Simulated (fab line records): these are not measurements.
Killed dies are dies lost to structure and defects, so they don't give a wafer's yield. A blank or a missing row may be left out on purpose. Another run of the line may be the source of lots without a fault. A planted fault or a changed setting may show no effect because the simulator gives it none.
Problem report, 8D (eight disciplines) form, completed by code || flow berkeley-cmos170 || the parts of the form that need people (team, actions taken, sign-off) are left out

## 1. WHAT IS WRONG
tube-center-temp-C at UCB170_M1_ANNEAL_14 reads a mean of 480 C on 9 wafers of 3 lots; wafers without a fault read 400 C with a standard deviation of 0.036. So: +99 or more standard deviations from the usual mean.
The step: time 1200 s.
Earliest sighting: wafer L956.1 on furnace-03 at day 10 15:22. At this step, 21 wafers from 7 lots have a number in the record. By rule, "out" or "out of limits" means more than 4 standard deviations away from the usual mean. The other wafers with a number count as sound.

## 2. WHAT IT IS, AND WHAT IT ISN'T
{"question": "which readings at this step", "is": "tube-center-temp-C, spike-tc-centre-C, spike-tc-load-C, spike-tc-source-C, tube_center_temp_C_max, zone-power-centre-pct, zone-power-load-pct, zone-power-source-pct", "is not": "-"}
{"question": "which lots", "is": "L955, L956, L957", "is not": "L945, L948, L949, L951"}
{"question": "which wafers of those lots", "is": "all that have a number", "is not": "-"}
{"question": "read on which tools", "is": "furnace-03", "is not": "-"}
{"question": "when", "is": "from day 10 15:22", "is not": "up to then (12 sound wafers)"}

## 3. WHAT RULES OUT EACH SUSPECT
Counting: a tool stays on the suspect list if, at a process step up to the reading, it processed all lots that are out and no sound lot following the first of them.
- furnace-03 at UCB170_M1_ANNEAL_14 (time 1200 s): kept. All lots that are out passed through it, beginning with L956 at day 10 15:22, and no sound lot followed; its final sound lot before that point was L951 at day 10 02:33. Its own spike-tc-centre-C, spike-tc-load-C, spike-tc-source-C, tube-center-temp-C, tube_center_temp_C_max, zone-power-centre-pct, zone-power-load-pct, zone-power-source-pct readings are out on those wafers.
Left after counting: furnace-03 at UCB170_M1_ANNEAL_14.

## 4. THE CAUSE (what the simulator had put in)
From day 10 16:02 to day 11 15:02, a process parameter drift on furnace-03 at UCB170_M1_ANNEAL_14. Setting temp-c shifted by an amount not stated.
Counting left only this tool.

## 5. THE CHAIN OF EFFECTS, in route order
Each row: a reading where the mean over the struck wafers with a number is more than 3 standard deviations away from the usual. Only readings for which the record gives a usual standard deviation are gone through. hours: the time from each lot's start at the first step in this table that gives one to its start at this step, as a median over the lots. sigmas: the change in usual standard deviations.
{"hours": 0, "step": "UCB170_M1_ANNEAL_14", "reading": "spike-tc-centre-C", "usual": "402.7 C", "on struck wafers": 482.4, "change": "+79.7", "sigmas": "+86"}
{"hours": 0, "step": "UCB170_M1_ANNEAL_14", "reading": "spike-tc-load-C", "usual": "418.5 C", "on struck wafers": 499.9, "change": "+81.4", "sigmas": "+81"}
{"hours": 0, "step": "UCB170_M1_ANNEAL_14", "reading": "spike-tc-source-C", "usual": "419.3 C", "on struck wafers": 500.9, "change": "+81.6", "sigmas": "+74"}
{"hours": 0, "step": "UCB170_M1_ANNEAL_14", "reading": "tube-center-temp-C", "usual": "400 C", "on struck wafers": 480, "change": "+80", "sigmas": "+99 or more"}
{"hours": 0, "step": "UCB170_M1_ANNEAL_14", "reading": "tube_center_temp_C_max", "usual": 401.03, "on struck wafers": 481.15, "change": "+80.12", "sigmas": "+99 or more"}
{"hours": 0, "step": "UCB170_M1_ANNEAL_14", "reading": "zone-power-centre-pct", "usual": "18.40 %", "on struck wafers": 22.51, "change": "+4.11", "sigmas": "+24"}
{"hours": 0, "step": "UCB170_M1_ANNEAL_14", "reading": "zone-power-load-pct", "usual": "5.92 %", "on struck wafers": 8.05, "change": "+2.13", "sigmas": "+39"}
{"hours": 0, "step": "UCB170_M1_ANNEAL_14", "reading": "zone-power-source-pct", "usual": "5.22 %", "on struck wafers": 7.12, "change": "+1.90", "sigmas": "+37"}
Process steps it contains:
- UCB170_M1_ANNEAL_14: time 1200 s.

## 6. WHAT WOULD HAVE CAUGHT IT SOONER
In this record the first reading out of limits was taken at day 10 15:22.
